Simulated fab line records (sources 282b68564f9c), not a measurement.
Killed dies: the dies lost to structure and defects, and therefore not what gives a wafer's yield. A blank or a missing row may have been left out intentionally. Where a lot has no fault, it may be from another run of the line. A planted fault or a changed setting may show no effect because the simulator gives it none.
fab line records	flow rit_cmos
record: lots: 13	wafers: 39	last_day: 8
route steps=202 shown PWELL@45 GATE@89 M1@202
lots that met no fault: from a run of the same line without faults
start_h: start of the lot's first displayed wafer, in hours after the record's first day	wait_h: hours since the lot's step before	" the same as in the row above	L1.1+2: one row covering several wafers at once	- no value, or no start given	* or withheld: withheld	< > ~ a bound
route shown NAME@n: a module of which the file shows steps, and the number in the route of the first	usual: mean/standard deviation taken from wafers without a fault	same: alike in all rows	chamber/n: place in a boat	sites: per-site readings	_std_site: the standard deviation of these	_edge_site: outer sites' mean less inner sites'	radius_mm: for every site, how far away it sits from the centre of the wafer	mask NAME#n: copy n	behind: tool/chamber where the wafer was last shaped	hold: the reason the lot was held/the length of the hold in hours/how it ended	device: which transistor (n, p or np) failed to switch	end of line: the same wafers' tests at the end of the route	where a step has no rows: the recipe by itself	killed: the dies lost at the first sort to structure and to defects; this is not the yield of the wafer	map: the dies of a wafer, with x for killed, . for not killed, _ for no die there
set.NAME: the run value of the setting; set.NAME@STEP: its run value at that earlier step	model.NAME: the simulator's own value behind a step, which no gauge read
the route's steps for a sample of lots (tables are steps, rows are wafers)
services: when a tool's chamber went out of use (start_h, in hours from the record's first day, below 0 if earlier), for how many hours, and the reason
== steps ==
step: RIT_PWELL_OVL_MEAS_06
usual: PWELL_OVL: -1.7/1.2
lot.wafer	tool	chamber	start_h	wait_h	PWELL_OVL[nm]
L685.1	overlay-01	-	28.79	-	-1.3
L685.4	"	-	"	"	-0.4
L685.6	"	-	"	"	-1.2
L689.1	overlay-02	-	53.08	-	-1.1
L689.2	"	-	"	"	-1.5
L689.4	"	-	"	"	-1.5
L690.2	overlay-02	-	59.89	-	-2.3
L690.3	"	-	"	"	-3.1
L690.5	"	-	"	"	-2.9
L691.1	overlay-02	-	66.33	-	-1.0
L691.3	"	-	"	"	-2.1
L691.4	"	-	"	"	-0.3
L693.1	overlay-01	-	69.82	-	-1.6
L693.2	"	-	"	"	-2.8
L693.4	"	-	"	"	-3.7
L697.2	overlay-02	-	88.58	-	-1.8
L697.4	"	-	"	"	-3.3
L697.5	"	-	"	"	-3.0
L700.2	overlay-02	-	104.34	-	-3.7
L700.4	"	-	"	"	-2.7
L700.5	"	-	"	"	-1.1
L701.1	overlay-01	-	110.18	-	-1.5
L701.3	"	-	"	"	-1.3
L701.4	"	-	"	"	-2.4
L703.1	overlay-01	-	120.87	-	0.2
L703.4	"	-	"	"	0.4
L703.6	"	-	"	"	-1.4
L704.1	overlay-02	-	124.61	-	-2.9
L704.3	"	-	"	"	-3.1
L704.4	"	-	"	"	-0.5
L705.1	overlay-02	-	128.82	-	-1.6
L705.3	"	-	"	"	-1.7
L705.5	"	-	"	"	-1.8
L706.3	overlay-01	-	133.65	-	-1.1
L706.4	"	-	"	"	-0.4
L706.5	"	-	"	"	-4.1
L707.2	overlay-01	-	138.66	-	-1.5
L707.5	"	-	"	"	-2.0
L707.6	"	-	"	"	-2.1
step: RIT_GATE_EXPOSE_13
recipe: mask_id: M6	na: 0.6	source_shape: conventional	sigma_outer: 0.6	target_cd_nm: 150	dose_mj: 380
lot.wafer	tool	chamber	start_h	wait_h	mask
L685.1+4+6	iline_stepper-02	0	43.82	0.2	M6#0
L689.1+2+4	iline_stepper-02	0	71.08	0.1	M6#0
L690.2+3+5	iline_stepper-02	0	80.16	0.1	M6#0
L691.1+3+4	iline_stepper-01	0	81.67	0.2	M6#0
L693.1+2+4	iline_stepper-01	0	87.64	0.1	M6_R1#0
L697.2+4+5	iline_stepper-01	0	105.15	0.2	M6#0
L700.2+4+5	iline_stepper-02	0	119.66	0.2	M6#0
L701.1+3+4	iline_stepper-02	0	123.81	0.1	M6#0
L703.1+4+6	iline_stepper-02	0	136.02	0.1	M6#0
L704.1+3+4	iline_stepper-02	0	139.01	0.1	M6#0
L705.1+3+5	iline_stepper-02	0	142.53	0.1	M6#0
L706.3+4+5	iline_stepper-01	0	154.44	0.4	M6#0
L707.2+5+6	iline_stepper-01	0	156.80	0.1	M6#0
step: RIT_GATE_CD_MEAS_16
recipe: target_cd_nm: 150
usual: cd_nm: 149.3/2.3
lot.wafer	tool	chamber	start_h	wait_h	cd_nm
L685.1	cd_sem-01	-	44.22	-	148.1
L685.4	"	-	"	"	149.1
L685.6	"	-	"	"	146.2
L689.1	cd_sem-01	-	71.48	-	146.5
L689.2	"	-	"	"	148.0
L689.4	"	-	"	"	145.8
L690.2	cd_sem-02	-	80.71	-	152.2
L690.3	"	-	"	"	152.7
L690.5	"	-	"	"	149.0
L691.1	cd_sem-01	-	82.07	-	149.2
L691.3	"	-	"	"	148.8
L691.4	"	-	"	"	149.7
L693.1	cd_sem-01	-	88.04	-	139.2
L693.2	"	-	"	"	140.6
L693.4	"	-	"	"	136.4
L697.2	cd_sem-02	-	105.55	-	150.5
L697.4	"	-	"	"	149.8
L697.5	"	-	"	"	150.7
L700.2	cd_sem-01	-	120.06	-	151.1
L700.4	"	-	"	"	151.2
L700.5	"	-	"	"	151.2
L701.1	cd_sem-02	-	124.21	-	150.2
L701.3	"	-	"	"	151.4
L701.4	"	-	"	"	148.3
L703.1	cd_sem-01	-	136.42	-	152.5
L703.4	"	-	"	"	150.2
L703.6	"	-	"	"	152.4
L704.1	cd_sem-01	-	139.41	-	146.6
L704.3	"	-	"	"	148.0
L704.4	"	-	"	"	150.9
L705.1	cd_sem-02	-	142.93	-	150.7
L705.3	"	-	"	"	151.2
L705.5	"	-	"	"	152.4
L706.3	cd_sem-01	-	154.85	-	147.1
L706.4	"	-	"	"	145.5
L706.5	"	-	"	"	144.8
L707.2	cd_sem-01	-	157.35	-	146.5
L707.5	"	-	"	"	147.9
L707.6	"	-	"	"	147.7
step: RIT_GATE_OVL_MEAS_17
usual: GATE_OVL: 0.6/1.3
lot.wafer	tool	chamber	start_h	wait_h	GATE_OVL[nm]
L685.1	overlay-01	-	44.34	0.1	0.1
L685.4	"	-	"	"	-0.3
L685.6	"	-	"	"	0.2
L689.1	overlay-01	-	71.60	0.1	2.1
L689.2	"	-	"	"	0.1
L689.4	"	-	"	"	1.7
L690.2	overlay-02	-	80.82	0.1	2.0
L690.3	"	-	"	"	1.4
L690.5	"	-	"	"	0.8
L691.1	overlay-01	-	82.19	0.1	1.0
L691.3	"	-	"	"	-0.2
L691.4	"	-	"	"	1.9
L693.1	overlay-02	-	88.16	0.1	0.5
L693.2	"	-	"	"	1.8
L693.4	"	-	"	"	0.1
L697.2	overlay-02	-	105.65	0.1	1.8
L697.4	"	-	"	"	1.7
L697.5	"	-	"	"	1.1
L700.2	overlay-01	-	120.17	0.1	3.1
L700.4	"	-	"	"	3.6
L700.5	"	-	"	"	2.2
L701.1	overlay-02	-	124.33	0.1	-0.2
L701.3	"	-	"	"	1.2
L701.4	"	-	"	"	0.9
L703.1	overlay-01	-	136.54	0.1	-0.4
L703.4	"	-	"	"	-2.0
L703.6	"	-	"	"	0.1
L704.1	overlay-01	-	139.53	0.1	0.4
L704.3	"	-	"	"	0.2
L704.4	"	-	"	"	0.4
L705.1	overlay-01	-	143.05	0.1	0.7
L705.3	"	-	"	"	1.5
L705.5	"	-	"	"	1.1
L706.3	overlay-01	-	154.94	0.1	0.0
L706.4	"	-	"	"	1.0
L706.5	"	-	"	"	0.9
L707.2	overlay-01	-	157.45	0.1	0.0
L707.5	"	-	"	"	-0.3
L707.6	"	-	"	"	-0.1
step: RIT_GATE_ETCH_19
recipe: chemistry: SF6/CHF3/O2	time_s: 165	SF6_flow_sccm: 30	CHF3_flow_sccm: 30	O2_flow_sccm: 5	target: poly-Si	pressure_mtorr: 40	rf_w: 160	target_depth_a: 3125	over_etch_frac: 0.25	stop_on: SiO2
usual: CHF3_flow_sccm: 30.01/0.09	drypump_motor_current_A: 5.4/0.58	oes_product_au: 0.836/0.011	throttle_valve_pct: 10.17/0.13
lot.wafer	tool	chamber	start_h	wait_h	CHF3_flow_sccm	drypump_motor_current_A	oes_product_au	rf_hours_counter_h	throttle_valve_pct
L685.1	rie_si-02	0	44.53	0.1	30.15	5.1	0.850	55	10.24
L685.4	"	3	"	"	29.96	5.4	0.848	157	10.46
L685.6	"	0	"	"	30.11	5.1	0.841	-	10.24
L689.1	rie_si-02	2	71.79	0.1	30.05	6.3	0.842	135	10.25
L689.2	"	1	"	"	29.97	5.3	0.837	125	10.06
L689.4	"	0	"	"	29.85	5.1	0.833	55	10.25
L690.2	rie_si-01	3	81.00	0.1	29.88	6.4	0.849	16	10.14
L690.3	"	0	"	"	29.98	5.4	0.867	2	10.03
L690.5	"	3	"	"	29.87	6.4	0.848	-	10.15
L691.1	rie_si-02	1	82.38	0.1	30.08	5.3	0.822	125	10.04
L691.3	"	0	"	"	29.94	5.1	0.829	56	10.24
L691.4	"	0	"	"	30.07	5.0	0.824	-	10.25
L693.1	rie_si-02	0	88.34	0.1	29.91	5.1	0.832	56	10.26
L693.2	"	1	"	"	30.05	5.3	0.829	125	10.04
L693.4	"	2	"	"	30.00	6.3	0.838	-	10.23
L697.2	rie_si-02	1	105.83	0.1	29.92	5.3	0.837	125	10.05
L697.4	"	3	"	"	30.12	5.4	0.835	0	10.45
L697.5	"	0	"	"	29.87	5.0	0.827	-	10.24
L700.2	rie_si-01	3	120.55	0.1	30.03	6.4	0.823	17	10.14
L700.4	"	0	"	"	30.11	5.4	0.836	2	10.04
L700.5	"	3	"	"	29.98	6.4	0.839	-	10.15
L701.1	rie_si-02	2	124.62	0.1	30.03	6.4	0.839	136	10.23
L701.3	"	3	"	"	29.93	5.4	0.836	0	10.47
L701.4	"	0	"	"	29.94	5.0	0.827	56	10.25
L703.1	rie_si-02	3	136.73	0.1	30.05	5.4	0.849	0	10.46
L703.4	"	1	"	"	30.09	5.3	0.830	126	10.05
L703.6	"	1	"	"	29.96	5.3	0.843	-	10.05
L704.1	rie_si-01	2	139.71	0.1	30.01	4.8	0.828	2	10.26
L704.3	"	0	"	"	30.03	5.4	0.846	3	10.03
L704.4	"	1	"	"	29.80	4.9	0.820	28	10.00
L705.1	rie_si-02	1	143.24	0.1	30.04	5.3	0.832	126	10.07
L705.3	"	2	"	"	30.05	6.3	0.834	136	10.25
L705.5	"	1	"	"	30.12	5.2	0.828	-	10.06
L706.3	rie_si-01	3	155.11	0.1	29.88	6.4	0.836	17	10.13
L706.4	"	0	"	"	30.00	5.4	0.844	3	10.03
L706.5	"	3	"	"	29.99	6.4	0.834	-	10.14
L707.2	rie_si-02	2	157.69	0.1	30.07	6.3	0.845	136	10.23
L707.5	"	2	"	"	30.14	6.3	0.857	-	10.25
L707.6	"	1	"	"	30.08	5.3	0.841	-	10.06
step: RIT_M1_PROBE_99
usual: killed_at_contacts: 0.0/0.2	killed_at_front_end: 6.8/3	killed_dies: 6.9/3	killed_open: 3.3/1.9	killed_short: 3.6/1.9
same: gross_dies: 264	killed_at_M0_to_M3: 0	killed_at_M4_up: 0	killed_at_back_side: 0	killed_at_other: 0
lot.wafer	tool	chamber	start_h	wait_h	killed_at_contacts	killed_at_front_end	killed_dies	killed_open	killed_short
L685.1	prober-01	-	66.59	0.1	0	1	1	0	1
L685.4	prober-01	-	66.74	0.2	0	5	5	3	2
L685.6	prober-01	-	66.84	0.2	0	4	4	1	3
L693.1	prober-02	-	109.21	0.1	0	5	5	2	2
L693.2	prober-02	-	109.26	0.1	0	4	4	2	2
L693.4	prober-02	-	109.36	0.2	0	11	11	4	7
L703.1	prober-01	-	163.09	0.1	0	6	6	2	4
L703.4	prober-01	-	163.24	0.2	0	3	3	0	3
L703.6	prober-01	-	163.34	0.2	0	7	7	1	6
L706.3	prober-02	-	176.73	0.2	0	6	6	5	1
L706.4	prober-02	-	176.78	0.2	0	2	2	1	1
L706.5	prober-02	-	176.83	0.2	0	9	9	5	4
L707.2	prober-02	-	182.13	0.1	0	3	3	2	1
L707.5	prober-02	-	182.28	0.2	0	5	5	1	4
L707.6	prober-02	-	182.33	0.2	0	7	7	4	3
killed by level:class
L685.1 REOX:geometric_particle:short=1
L685.4 FOX2:geometric_particle:open=1 GATE:geometric_particle:open=1 GATE:geometric_particle:short=1 SILICIDE:geometric_particle:open=1 SILICIDE:geometric_particle:short=1
L685.6 SPACER:geometric_particle:short=2 GATE:geometric_particle:short=1 GATE:geometric_particle:open=1
L693.1 FOX1:geometric_particle:open=2 GATE:geometric_particle:short=1 REOX:geometric_particle:short=1 GATE:area_expose=1
L693.2 GATE:geometric_particle:short=2 FOX1:geometric_particle:open=1 SILICIDE:geometric_particle:open=1
L693.4 GATE:geometric_particle:short=2 REOX:geometric_particle:short=2 ACTIVE:geometric_particle:short=1 GATE:geometric_particle:open=1 REOX:geometric_particle:open=1 SPACER:geometric_particle:open=1 SPACER:geometric_particle:short=1 SILICIDE:geometric_particle:open=1
L703.1 FOX2:geometric_particle:short=1 GATE:geometric_particle:short=1 GATE:geometric_particle:open=1 REOX:geometric_particle:short=1 SILICIDE:geometric_particle:open=1 SILICIDE:geometric_particle:short=1
L703.4 GATE:geometric_particle:short=3
L703.6 REOX:geometric_particle:short=2 SPACER:geometric_particle:short=2 GATE:geometric_particle:short=1 SILICIDE:geometric_particle:short=1 SILICIDE:geometric_particle:open=1
L706.3 REOX:geometric_particle:open=2 SPACER:geometric_particle:open=2 GATE:geometric_particle:open=1 SILICIDE:geometric_particle:short=1
L706.4 FOX1:geometric_particle:open=1 GATE:geometric_particle:short=1
L706.5 REOX:geometric_particle:open=2 FOX1:geometric_particle:open=1 FOX2:geometric_particle:short=1 GATE:geometric_particle:open=1 GATE:geometric_particle:short=1 REOX:geometric_particle:short=1 SPACER:geometric_particle:short=1 SILICIDE:geometric_particle:open=1
L707.2 REOX:geometric_particle:open=2 REOX:geometric_particle:short=1
L707.5 GATE:geometric_particle:short=2 ACTIVE:geometric_particle:short=1 GATE:geometric_particle:open=1 SILICIDE:geometric_particle:short=1
L707.6 SILICIDE:geometric_particle:open=2 FOX1:geometric_particle:short=1 REOX:geometric_particle:open=1 REOX:geometric_particle:short=1 SPACER:geometric_particle:open=1 SILICIDE:geometric_particle:short=1
== services ==
tool	chamber	start_h	hours	kind
iline_stepper-02	-	25.70	1.8	repair
iline_stepper-01	-	27.52	4.3	pm
rie_si-02	3	59.46	3.8	repair
rie_si-02	3	74.93	-	clean
rie_si-02	3	74.93	17.9	scheduled_down
rie_si-02	3	74.93	17.9	vent_cycle
iline_stepper-01	-	119.09	28.9	pm
iline_stepper-02	-	145.97	35.9	repair
== key ==
first_sign: step: RIT_GATE_EXPOSE_13	reading: mask	direction: changed
effect: step: RIT_GATE_CD_MEAS_16	reading: cd_nm	direction: down	sigmas: 4.7	usual: 149.3	struck: 138.8
met_at RIT_GATE_EXPOSE_13
struck_lots L693
tester_left_out L693
not_acting_at RIT_PWELL_OVL_MEAS_06,RIT_GATE_OVL_MEAS_17,RIT_GATE_ETCH_19
onset_between 81.67 87.64
fault: kind: wrong_mask	tool: any	chamber: -	onset_h: 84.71	steps: RIT_GATE_EXPOSE_13	aux_copy: M6_R1#0	cd_offset_nm: -12	scope: struck_lots_only
tester_left_out: of these lots the tester's yield and bins aren't shown, on N5 and GAA mostly nor the transistor test; their killed dies are dies lost to structure and defects alone, not to doping, threshold or leakage, so they don't give the yield
